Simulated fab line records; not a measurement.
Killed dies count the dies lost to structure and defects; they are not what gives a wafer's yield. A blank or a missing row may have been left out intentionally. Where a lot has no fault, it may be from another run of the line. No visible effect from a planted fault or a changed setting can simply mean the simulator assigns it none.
fab line records	flow rit-cmos
record lots=16	wafers=48	last-day=7
route steps=202 shown ACTIVE@5 PWELL@52 GATE@85 M1@202
lots that met no fault: taken from a fault-free run of the same line
start-h: start of the lot's first displayed wafer, in hours after the record's first day	wait-h: time in hours since the lot's previous step	" as in the row above	L1.1+2: one row covering several wafers at once	- either no value or no given start	* or withheld: withheld	< > ~ a bound
route shown NAME@n: NAME is a module with steps in the file, n the number in the route of the first one	usual: mean and standard deviation over wafers with no fault	same: alike in all rows	chamber/n: place in a boat	sites: readings site by site	_std_site: standard deviation of those values	_edge_site: mean of outer sites minus mean of inner sites	radius-mm: how far each site lies from the wafer's centre	mask NAME#n: copy n	behind: the most recent tool/chamber to have shaped the wafer	hold: reason for holding the lot/hours on hold/outcome of the hold	device: the n, p or np transistor that did not switch	end of line: the tests these same wafers got at the end of their route	step lacking rows: just its recipe	killed: the dies lost at the first sort to structure and to defects; this is not the yield of the wafer	map: per-die view of a wafer (x killed, . not killed, _ where there is no die)
set.NAME: the setting the step ran with; set.NAME@STEP: the setting that earlier step ran with	model.NAME: the simulator's own value behind a step, which no gauge read
route steps across a sampled set of lots; one table per step, one row per wafer
services: from which hour (start-h, from the record's first day; less than 0 if before it) a tool's chamber was out of use, for how many hours, and why
## steps
# step RIT_ACTIVE_THK_MEAS_04
# recipe reads=Si3N4_of_ACTIVE_CVD_03
# usual ACTIVE_NITRIDE_THK=151.2/1.4
lot.wafer	tool	chamber	start-h	wait-h	ACTIVE_NITRIDE_THK[nm]
L148.1	film-metro-01	-	13.53	0.0	152.6
L148.4	"	-	"	"	152.0
L148.6	"	-	"	"	152.7
L149.2	film-metro-04	-	19.69	0.0	154.7
L149.3	"	-	"	"	154.1
L149.6	"	-	"	"	153.4
L151.3	film-metro-04	-	28.55	0.0	152.6
L151.4	"	-	"	"	151.5
L151.6	"	-	"	"	150.9
L152.1	film-metro-01	-	36.36	0.0	152.2
L152.4	"	-	"	"	152.7
L152.5	"	-	"	"	153.6
L153.3	film-metro-03	-	38.69	0.0	149.8
L153.5	"	-	"	"	150.2
L153.6	"	-	"	"	150.5
L154.1	film-metro-03	-	45.89	0.0	152.9
L154.3	"	-	"	"	152.7
L154.4	"	-	"	"	152.9
L155.1	film-metro-03	-	49.24	0.0	151.2
L155.2	"	-	"	"	150.2
L155.3	"	-	"	"	149.8
L156.2	film-metro-03	-	55.35	0.0	150.8
L156.4	"	-	"	"	150.5
L156.6	"	-	"	"	149.9
L158.1	film-metro-01	-	63.54	0.0	150.7
L158.3	"	-	"	"	149.7
L158.6	"	-	"	"	151.2
L160.4	film-metro-01	-	73.56	0.0	151.2
L160.5	"	-	"	"	148.9
L160.6	"	-	"	"	150.8
L161.2	film-metro-04	-	83.04	0.0	150.9
L161.3	"	-	"	"	150.8
L161.5	"	-	"	"	150.9
L164.3	film-metro-03	-	95.75	0.0	150.1
L164.4	"	-	"	"	150.4
L164.6	"	-	"	"	150.9
L165.1	film-metro-01	-	99.82	0.0	151.4
L165.2	"	-	"	"	152.4
L165.4	"	-	"	"	150.0
L166.1	film-metro-03	-	105.39	0.0	149.0
L166.3	"	-	"	"	149.6
L166.4	"	-	"	"	148.5
L167.2	film-metro-01	-	108.69	0.0	151.4
L167.3	"	-	"	"	151.8
L167.6	"	-	"	"	152.3
L168.1	film-metro-03	-	113.79	0.0	150.3
L168.2	"	-	"	"	149.5
L168.3	"	-	"	"	150.2
# step RIT_ACTIVE_EXPOSE_08
# recipe mask-id=M1	na=0.6	source-shape=conventional	sigma-outer=0.6	target-cd-nm=1400	dose-mj=225
# usual exposure-dose-mJ-cm2=225.49/0.22
lot.wafer	tool	chamber	start-h	wait-h	mask	exposure-dose-mJ-cm2
L148.1	iline-stepper-02	0	14.16	0.2	M1#0	225.66
L148.4	"	0	"	"	M1#0	225.40
L148.6	"	0	"	"	M1#0	225.68
L149.2	iline-stepper-01	0	20.34	0.2	M1#0	225.77
L149.3	"	0	"	"	M1#0	225.21
L149.6	"	0	"	"	M1#0	225.39
L151.3	iline-stepper-01	0	29.20	0.2	M1#0	225.35
L151.4	"	0	"	"	M1#0	225.25
L151.6	"	0	"	"	M1#0	225.41
L152.1	iline-stepper-01	0	36.87	0.1	M1#0	225.60
L152.4	"	0	"	"	M1#0	225.92
L152.5	"	0	"	"	M1#0	225.65
L153.3	iline-stepper-02	0	39.35	0.2	M1#0	225.54
L153.5	"	0	"	"	M1#0	225.57
L153.6	"	0	"	"	M1#0	225.27
L154.1	iline-stepper-01	0	46.63	0.2	M1#0	225.37
L154.3	"	0	"	"	M1#0	225.65
L154.4	"	0	"	"	M1#0	225.24
L155.1	iline-stepper-01	0	49.75	0.1	M1#0	225.18
L155.2	"	0	"	"	M1#0	225.32
L155.3	"	0	"	"	M1#0	225.25
L156.2	iline-stepper-01	0	55.87	0.1	M1#0	225.45
L156.4	"	0	"	"	M1#0	225.25
L156.6	"	0	"	"	M1#0	225.28
L158.1	iline-stepper-02	0	64.17	0.2	M1#0	225.38
L158.3	"	0	"	"	M1#0	225.19
L158.6	"	0	"	"	M1#0	225.26
L160.4	iline-stepper-01	0	74.10	0.1	M1#0	225.83
L160.5	"	0	"	"	M1#0	225.55
L160.6	"	0	"	"	M1#0	225.17
L161.2	iline-stepper-01	0	83.55	0.1	M1#0	225.30
L161.3	"	0	"	"	M1#0	225.41
L161.5	"	0	"	"	M1#0	225.49
L164.3	iline-stepper-01	0	96.28	0.1	M1#0	204.57
L164.4	"	0	"	"	M1#0	204.31
L164.6	"	0	"	"	M1#0	204.25
L165.1	iline-stepper-01	0	100.33	0.1	M1#0	208.78
L165.2	"	0	"	"	M1#0	209.08
L165.4	"	0	"	"	M1#0	209.49
L166.1	iline-stepper-02	0	106.03	0.2	M1#0	225.85
L166.3	"	0	"	"	M1#0	225.31
L166.4	"	0	"	"	M1#0	225.39
L167.2	iline-stepper-01	0	109.36	0.2	M1#0	212.54
L167.3	"	0	"	"	M1#0	212.48
L167.6	"	0	"	"	M1#0	212.70
L168.1	iline-stepper-01	0	114.30	0.1	M1#0	215.01
L168.2	"	0	"	"	M1#0	214.98
L168.3	"	0	"	"	M1#0	215.25
# step RIT_ACTIVE_CD_MEAS_11
# recipe target-cd-nm=1400
# usual cd-nm=1399.7/2.4
lot.wafer	tool	chamber	start-h	wait-h	cd-nm
L148.1	cd-sem-01	-	14.56	-	1399.9
L148.4	"	-	"	"	1403.6
L148.6	"	-	"	"	1402.6
L149.2	cd-sem-01	-	20.74	-	1397.1
L149.3	"	-	"	"	1395.5
L149.6	"	-	"	"	1395.9
L151.3	cd-sem-01	-	29.60	-	1398.5
L151.4	"	-	"	"	1398.4
L151.6	"	-	"	"	1399.9
L152.1	cd-sem-01	-	37.27	-	1399.0
L152.4	"	-	"	"	1402.5
L152.5	"	-	"	"	1400.1
L153.3	cd-sem-01	-	39.75	-	1400.9
L153.5	"	-	"	"	1402.1
L153.6	"	-	"	"	1400.2
L154.1	cd-sem-01	-	47.03	-	1399.9
L154.3	"	-	"	"	1399.6
L154.4	"	-	"	"	1400.9
L155.1	cd-sem-01	-	50.15	-	1402.5
L155.2	"	-	"	"	1401.7
L155.3	"	-	"	"	1404.9
L156.2	cd-sem-01	-	56.27	-	1394.4
L156.4	"	-	"	"	1397.9
L156.6	"	-	"	"	1396.8
L158.1	cd-sem-01	-	64.57	-	1397.6
L158.3	"	-	"	"	1397.3
L158.6	"	-	"	"	1396.0
L160.4	cd-sem-02	-	74.50	-	1396.4
L160.5	"	-	"	"	1396.0
L160.6	"	-	"	"	1396.7
L161.2	cd-sem-02	-	83.96	-	1400.5
L161.3	"	-	"	"	1399.0
L161.5	"	-	"	"	1400.8
L164.3	cd-sem-01	-	96.68	-	1422.8
L164.4	"	-	"	"	1426.1
L164.6	"	-	"	"	1422.9
L165.1	cd-sem-01	-	100.73	-	1420.7
L165.2	"	-	"	"	1421.9
L165.4	"	-	"	"	1422.3
L166.1	cd-sem-01	-	106.47	-	1401.1
L166.3	"	-	"	"	1402.8
L166.4	"	-	"	"	1403.3
L167.2	cd-sem-02	-	109.76	-	1416.0
L167.3	"	-	"	"	1417.6
L167.6	"	-	"	"	1417.5
L168.1	cd-sem-01	-	114.70	-	1411.8
L168.2	"	-	"	"	1410.6
L168.3	"	-	"	"	1411.1
# step RIT_WELLDRIVE_RS_MEAS_02
# recipe thk-meas-gauge=four-point-probe
# usual PWELL_RS=429.4/1.3
lot.wafer	tool	chamber	start-h	wait-h	PWELL_RS[ohm/sq]
L148.1	film-metro-02	-	30.75	0.1	429.3
L148.4	"	-	"	"	427.7
L148.6	"	-	"	"	428.0
L149.2	film-metro-01	-	35.12	0.1	427.8
L149.3	"	-	"	"	427.9
L149.6	"	-	"	"	428.2
L151.3	film-metro-04	-	44.74	0.1	428.9
L151.4	"	-	"	"	429.0
L151.6	"	-	"	"	429.7
L152.1	film-metro-04	-	51.72	0.1	431.2
L152.4	"	-	"	"	430.8
L152.5	"	-	"	"	432.0
L153.3	film-metro-02	-	56.82	0.1	428.7
L153.5	"	-	"	"	429.1
L153.6	"	-	"	"	429.9
L154.1	film-metro-02	-	61.86	0.1	431.2
L154.3	"	-	"	"	431.8
L154.4	"	-	"	"	431.7
L155.1	film-metro-04	-	64.49	0.1	428.7
L155.2	"	-	"	"	430.0
L155.3	"	-	"	"	429.9
L156.2	film-metro-01	-	69.59	0.1	430.4
L156.4	"	-	"	"	431.1
L156.6	"	-	"	"	431.2
L158.1	film-metro-02	-	79.74	0.1	430.9
L158.3	"	-	"	"	430.1
L158.6	"	-	"	"	429.4
L160.4	film-metro-01	-	99.06	0.1	428.2
L160.5	"	-	"	"	428.6
L160.6	"	-	"	"	427.3
L161.2	film-metro-04	-	103.56	0.1	429.6
L161.3	"	-	"	"	429.5
L161.5	"	-	"	"	429.9
L164.3	film-metro-01	-	114.50	0.1	427.9
L164.4	"	-	"	"	427.6
L164.6	"	-	"	"	428.5
L165.1	film-metro-04	-	119.20	0.1	428.4
L165.2	"	-	"	"	428.4
L165.4	"	-	"	"	428.4
L166.1	film-metro-04	-	121.11	0.1	431.0
L166.3	"	-	"	"	429.6
L166.4	"	-	"	"	429.3
L167.2	film-metro-02	-	126.94	0.1	427.0
L167.3	"	-	"	"	426.9
L167.6	"	-	"	"	426.8
L168.1	film-metro-02	-	132.00	0.1	431.4
L168.2	"	-	"	"	431.7
L168.3	"	-	"	"	430.0
# step RIT_GATE_THK_MEAS_09
# recipe reads=poly-Si_of_GATE_CVD_08
# usual GATE_POLY_THK=250.8/2
lot.wafer	tool	chamber	start-h	wait-h	GATE_POLY_THK[nm]
L148.1	film-metro-02	-	37.98	0.0	253.8
L148.4	"	-	"	"	255.8
L148.6	"	-	"	"	257.3
L149.2	film-metro-03	-	44.49	0.0	255.5
L149.3	"	-	"	"	254.3
L149.6	"	-	"	"	253.1
L151.3	film-metro-03	-	53.94	0.0	251.5
L151.4	"	-	"	"	247.4
L151.6	"	-	"	"	251.8
L152.1	film-metro-02	-	59.09	0.0	249.5
L152.4	"	-	"	"	247.9
L152.5	"	-	"	"	247.0
L153.3	film-metro-02	-	65.32	0.0	249.7
L153.5	"	-	"	"	250.9
L153.6	"	-	"	"	250.2
L154.1	film-metro-04	-	70.38	0.0	249.9
L154.3	"	-	"	"	249.4
L154.4	"	-	"	"	251.4
L155.1	film-metro-02	-	72.00	0.0	250.3
L155.2	"	-	"	"	247.8
L155.3	"	-	"	"	249.2
L156.2	film-metro-02	-	82.88	0.0	250.2
L156.4	"	-	"	"	250.9
L156.6	"	-	"	"	251.6
L158.1	film-metro-03	-	92.68	0.0	251.2
L158.3	"	-	"	"	253.7
L158.6	"	-	"	"	253.6
L160.4	film-metro-02	-	109.08	0.0	250.3
L160.5	"	-	"	"	249.1
L160.6	"	-	"	"	250.7
L161.2	film-metro-03	-	110.59	0.0	252.4
L161.3	"	-	"	"	251.3
L161.5	"	-	"	"	251.4
L164.3	film-metro-03	-	124.07	0.0	251.5
L164.4	"	-	"	"	251.6
L164.6	"	-	"	"	251.5
L165.1	film-metro-02	-	125.92	0.0	251.8
L165.2	"	-	"	"	252.5
L165.4	"	-	"	"	251.5
L166.1	film-metro-02	-	128.78	0.0	251.1
L166.3	"	-	"	"	249.9
L166.4	"	-	"	"	251.3
L167.2	film-metro-03	-	136.21	0.0	250.3
L167.3	"	-	"	"	250.6
L167.6	"	-	"	"	251.2
L168.1	film-metro-03	-	139.73	0.0	250.0
L168.2	"	-	"	"	249.3
L168.3	"	-	"	"	251.0
# step RIT_M1_PROBE_99
# usual killed_at_M0_to_M3=0.0/0.25	killed-at-contacts=0.0/0.18	killed-at-front-end=7/3.4	killed-dies=7/3.4	killed-open=3.7/2.2	killed-short=3.6/2.2
# same gross-dies=264	killed_at_M4_up=0	killed-at-back-side=0	killed-at-other=0
lot.wafer	tool	chamber	start-h	wait-h	killed_at_M0_to_M3	killed-at-contacts	killed-at-front-end	killed-dies	killed-open	killed-short
L148.1	prober-02	-	59.17	0.1	0	0	10	10	4	6
L148.4	prober-02	-	59.32	0.2	0	0	8	8	5	3
L148.6	prober-02	-	59.42	0.2	0	0	7	7	5	2
L149.2	prober-01	-	65.91	0.1	0	0	2	2	2	0
L149.3	prober-01	-	65.96	0.2	0	1	2	3	2	1
L149.6	prober-01	-	66.11	0.2	0	0	4	4	3	1
L151.3	prober-01	-	76.39	0.2	0	0	4	4	1	3
L151.4	prober-01	-	76.44	0.2	0	0	6	6	5	1
L151.6	prober-01	-	76.54	0.2	0	0	11	11	7	4
L152.1	prober-02	-	81.73	0.1	0	0	5	5	3	2
L152.4	prober-02	-	81.88	0.2	0	0	10	10	5	5
L152.5	prober-02	-	81.93	0.2	0	0	9	9	5	4
L153.3	prober-01	-	87.27	0.2	0	0	6	6	2	4
L153.5	prober-01	-	87.37	0.2	0	0	6	6	4	2
L153.6	prober-01	-	87.42	0.2	1	0	4	5	2	3
L154.1	prober-02	-	92.52	0.1	0	0	5	5	3	2
L154.3	prober-02	-	92.62	0.2	0	0	8	8	4	4
L154.4	prober-02	-	92.67	0.2	0	0	8	8	5	3
L155.1	prober-01	-	95.77	0.1	0	0	15	15	11	4
L155.2	prober-01	-	95.82	0.1	0	0	5	5	4	1
L155.3	prober-01	-	95.87	0.2	0	0	8	8	4	4
L156.2	prober-02	-	105.16	0.1	0	0	7	7	2	4
L156.4	prober-02	-	105.26	0.2	0	0	11	11	3	8
L156.6	prober-02	-	105.36	0.2	0	1	4	5	1	3
L158.1	prober-02	-	114.48	0.1	0	0	8	8	7	1
L158.3	prober-02	-	114.58	0.2	0	0	8	8	4	4
L158.6	prober-02	-	114.73	0.2	0	0	10	10	6	4
L160.4	prober-02	-	131.86	0.2	0	0	5	5	4	1
L160.5	prober-02	-	131.91	0.2	0	0	11	11	5	6
L160.6	prober-02	-	131.96	0.2	0	0	5	5	1	4
L161.2	prober-01	-	133.26	0.1	0	0	6	6	0	6
L161.3	prober-01	-	133.31	0.2	0	0	5	5	2	3
L161.5	prober-01	-	133.41	0.2	0	0	11	11	4	7
L165.1	prober-02	-	147.49	0.1	0	0	7	7	2	5
L165.2	prober-02	-	147.54	0.1	0	0	8	8	4	4
L165.4	prober-02	-	147.64	0.2	0	0	3	3	0	3
L164.3	prober-01	-	149.78	0.2	0	1	2	3	1	2
L164.4	prober-01	-	149.83	0.2	0	0	8	8	2	6
L164.6	prober-01	-	149.93	0.2	0	0	6	6	2	4
L166.1	prober-02	-	151.38	0.1	0	0	8	8	3	4
L166.3	prober-02	-	151.48	0.2	2	0	10	12	5	5
L166.4	prober-02	-	151.53	0.2	0	0	4	4	1	1
L167.2	prober-01	-	158.18	0.1	0	0	4	4	2	2
L167.3	prober-01	-	158.23	0.2	0	0	11	11	5	6
L167.6	prober-01	-	158.38	0.2	0	0	7	7	4	3
L168.1	prober-02	-	160.92	0.1	0	0	8	8	3	5
L168.2	prober-02	-	160.97	0.1	0	0	6	6	1	5
L168.3	prober-02	-	161.02	0.2	0	0	4	4	1	3
# killed by level:class
L148.1 GATE:geometric-particle:short=3 FOX2:geometric-particle:open=2 FOX1:geometric-particle:short=1 FOX2:geometric-particle:short=1 GATE:geometric-particle:open=1 SILICIDE:geometric-particle:short=1 SILICIDE:geometric-particle:open=1
L148.4 GATE:geometric-particle:open=4 FOX1:geometric-particle:short=2 GATE:geometric-particle:short=1 SPACER:geometric-particle:open=1
L148.6 FOX2:geometric-particle:open=2 SPACER:geometric-particle:open=2 FOX1:geometric-particle:short=1 FOX1:geometric-particle:open=1 FOX2:geometric-particle:short=1
L149.2 REOX:geometric-particle:open=1 SPACER:geometric-particle:open=1
L149.3 GATE:geometric-particle:short=1 GATE:geometric-particle:open=1 CONTACT:geometric-particle:open=1
L149.6 SILICIDE:geometric-particle:open=2 GATE:geometric-particle:open=1 SILICIDE:geometric-particle:short=1
L151.3 FOX1:geometric-particle:short=1 GATE:geometric-particle:short=1 REOX:geometric-particle:open=1 REOX:geometric-particle:short=1
L151.4 GATE:geometric-particle:open=4 REOX:geometric-particle:open=1 SPACER:geometric-particle:short=1
L151.6 REOX:geometric-particle:open=3 GATE:geometric-particle:short=2 SPACER:geometric-particle:short=2 FOX1:geometric-particle:open=1 GATE:geometric-particle:open=1 SPACER:geometric-particle:open=1 SILICIDE:geometric-particle:open=1
L152.1 GATE:geometric-particle:open=2 GATE:geometric-particle:short=2 REOX:geometric-particle:open=1
L152.4 REOX:geometric-particle:open=3 SPACER:geometric-particle:short=3 SPACER:geometric-particle:open=2 SILICIDE:geometric-particle:short=2
L152.5 GATE:geometric-particle:short=3 REOX:geometric-particle:open=2 SPACER:geometric-particle:open=2 GATE:geometric-particle:open=1 SPACER:geometric-particle:short=1
L153.3 FOX2:geometric-particle:short=2 GATE:geometric-particle:short=2 GATE:geometric-particle:open=1 SILICIDE:geometric-particle:open=1
L153.5 GATE:geometric-particle:open=3 ACTIVE:geometric-particle:short=1 FOX1:geometric-particle:open=1 FOX1:geometric-particle:short=1
L153.6 GATE:geometric-particle:short=2 FOX1:geometric-particle:open=1 GATE:geometric-particle:open=1 M1:geometric-particle:short=1
L154.1 GATE:geometric-particle:open=2 FOX1:geometric-particle:short=1 FOX1:geometric-particle:open=1 SILICIDE:geometric-particle:short=1
L154.3 GATE:geometric-particle:open=3 GATE:geometric-particle:short=2 REOX:geometric-particle:short=1 REOX:geometric-particle:open=1 SPACER:geometric-particle:short=1
L154.4 GATE:geometric-particle:open=2 FOX1:geometric-particle:short=1 FOX1:geometric-particle:open=1 SPACER:geometric-particle:short=1 SPACER:geometric-particle:open=1 SILICIDE:geometric-particle:open=1 SILICIDE:geometric-particle:short=1
L155.1 GATE:geometric-particle:open=4 GATE:geometric-particle:short=3 SPACER:geometric-particle:open=3 REOX:geometric-particle:open=2 FOX2:geometric-particle:open=1 REOX:geometric-particle:short=1 SILICIDE:geometric-particle:open=1
L155.2 REOX:geometric-particle:open=2 FOX1:geometric-particle:open=1 GATE:geometric-particle:open=1 GATE:geometric-particle:short=1
L155.3 FOX1:geometric-particle:short=1 FOX2:geometric-particle:short=1 FOX2:geometric-particle:open=1 GATE:geometric-particle:open=1 GATE:geometric-particle:short=1 SPACER:geometric-particle:open=1 SILICIDE:geometric-particle:open=1 SILICIDE:geometric-particle:short=1
L156.2 GATE:geometric-particle:open=2 SPACER:geometric-particle:short=2 GATE:geometric-particle:short=1 SILICIDE:geometric-particle:short=1 NSD:coat-microbubble-printed=1
L156.4 GATE:geometric-particle:short=6 FOX1:geometric-particle:short=2 GATE:geometric-particle:open=2 FOX1:geometric-particle:open=1
L156.6 GATE:geometric-particle:open=1 GATE:geometric-particle:short=1 SPACER:geometric-particle:short=1 CONTACT:geometric-particle:short=1 NSD:coat-microbubble-printed=1
L158.1 SILICIDE:geometric-particle:open=3 ACTIVE:geometric-particle:open=1 FOX1:geometric-particle:open=1 GATE:geometric-particle:open=1 SPACER:geometric-particle:open=1 SPACER:geometric-particle:short=1
L158.3 SPACER:geometric-particle:open=3 FOX1:geometric-particle:short=2 REOX:geometric-particle:short=2 GATE:geometric-particle:open=1
L158.6 GATE:geometric-particle:open=3 GATE:geometric-particle:short=2 SPACER:geometric-particle:open=2 FOX1:geometric-particle:short=1 REOX:geometric-particle:open=1 SPACER:geometric-particle:short=1
L160.4 GATE:geometric-particle:open=2 SPACER:geometric-particle:open=2 FOX1:geometric-particle:short=1
L160.5 GATE:geometric-particle:short=3 FOX1:geometric-particle:short=2 GATE:geometric-particle:open=2 SPACER:geometric-particle:open=2 FOX2:geometric-particle:short=1 FOX2:geometric-particle:open=1
L160.6 GATE:geometric-particle:short=3 FOX2:geometric-particle:short=1 REOX:geometric-particle:open=1
L161.2 FOX1:geometric-particle:short=2 GATE:geometric-particle:short=2 SPACER:geometric-particle:short=1 SILICIDE:geometric-particle:short=1
L161.3 FOX1:geometric-particle:short=1 GATE:geometric-particle:short=1 GATE:geometric-particle:open=1 REOX:geometric-particle:open=1 SILICIDE:geometric-particle:short=1
L161.5 GATE:geometric-particle:open=2 REOX:geometric-particle:short=2 SPACER:geometric-particle:short=2 FOX1:geometric-particle:short=1 FOX1:geometric-particle:open=1 GATE:geometric-particle:short=1 REOX:geometric-particle:open=1 SILICIDE:geometric-particle:short=1
L165.1 SILICIDE:geometric-particle:short=3 SILICIDE:geometric-particle:open=2 SPACER:geometric-particle:short=2
L165.2 GATE:geometric-particle:open=2 SPACER:geometric-particle:short=2 GATE:geometric-particle:short=1 REOX:geometric-particle:short=1 SPACER:geometric-particle:open=1 SILICIDE:geometric-particle:open=1
L165.4 GATE:geometric-particle:short=2 SILICIDE:geometric-particle:short=1
L164.3 GATE:geometric-particle:open=1 GATE:geometric-particle:short=1 CONTACT:geometric-particle:short=1
L164.4 FOX1:geometric-particle:short=2 GATE:geometric-particle:short=2 GATE:geometric-particle:open=2 REOX:geometric-particle:short=1 SPACER:geometric-particle:short=1
L164.6 GATE:geometric-particle:short=3 GATE:geometric-particle:open=1 REOX:geometric-particle:short=1 SPACER:geometric-particle:open=1
L166.1 SILICIDE:geometric-particle:open=3 GATE:geometric-particle:short=2 SILICIDE:geometric-particle:short=2 NWELL:coat-microbubble-printed=1
L166.3 GATE:geometric-particle:short=2 SPACER:geometric-particle:open=2 SILICIDE:geometric-particle:open=2 SILICIDE:geometric-particle:short=2 M1:coat-microbubble-printed=2 FOX2:geometric-particle:open=1 SPACER:geometric-particle:short=1
L166.4 NWELL:coat-microbubble-printed=2 GATE:geometric-particle:short=1 REOX:geometric-particle:open=1
L167.2 FOX1:geometric-particle:open=1 GATE:geometric-particle:short=1 SPACER:geometric-particle:short=1 SPACER:geometric-particle:open=1
L167.3 FOX2:geometric-particle:short=2 SPACER:geometric-particle:open=2 FOX1:geometric-particle:short=1 FOX1:geometric-particle:open=1 GATE:geometric-particle:open=1 GATE:geometric-particle:short=1 SPACER:geometric-particle:short=1 SILICIDE:geometric-particle:short=1
L167.6 FOX1:geometric-particle:open=1 FOX2:geometric-particle:short=1 GATE:geometric-particle:short=1 GATE:geometric-particle:open=1 SPACER:geometric-particle:short=1 SPACER:geometric-particle:open=1 SILICIDE:geometric-particle:open=1
L168.1 FOX2:geometric-particle:short=3 SPACER:geometric-particle:open=2 REOX:geometric-particle:open=1 REOX:geometric-particle:short=1 SPACER:geometric-particle:short=1
L168.2 SPACER:geometric-particle:short=3 REOX:geometric-particle:open=1 REOX:geometric-particle:short=1 SILICIDE:geometric-particle:short=1
L168.3 FOX1:geometric-particle:short=1 GATE:geometric-particle:short=1 REOX:geometric-particle:open=1 SPACER:geometric-particle:short=1
## services
tool	chamber	start-h	hours	kind
iline-stepper-01	-	0.31	2.1	pm
iline-stepper-01	-	2.39	-	consumable-replace:lamp
iline-stepper-01	-	11.45	1.7	pm
iline-stepper-02	-	44.25	6.6	repair
iline-stepper-02	-	106.89	30.5	repair
iline-stepper-02	0	114.04	-	calibration
## key
first-sign step=RIT_ACTIVE_EXPOSE_08	reading=exposure-dose-mJ-cm2	direction=down	sigmas=70	usual=225.49	struck=210.29
effect step=RIT_ACTIVE_CD_MEAS_11	reading=cd-nm	direction=up	sigmas=7.8	usual=1399.7	struck=1418.4	through=control-loop
met-at RIT_ACTIVE_EXPOSE_08
struck-lots L164,L165,L167,L168
tester-left-out L164,L165,L167,L168
loop-trim step=RIT_ACTIVE_EXPOSE_08	setting=dose	lots=L165,L167,L168
not-acting-at RIT_ACTIVE_THK_MEAS_04,RIT_WELLDRIVE_RS_MEAS_02,RIT_GATE_THK_MEAS_09
onset-between 83.55 96.28
fault kind=process-parameter-drift	tool=iline-stepper-01	chamber=-	onset-h=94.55	steps=RIT_ACTIVE_EXPOSE_08	channel=dose-mj	offset=-20.952	shape=step	acts-in=these-recipes-only	stated=225
# tester-left-out: of these lots the tester's yield and bins aren't shown, on N5 and GAA mostly nor the transistor test; their killed dies are dies lost to structure and defects alone, not to doping, threshold or leakage, so they don't give the yield
# loop-trim: a control loop set the setting to another value than it would have without faults
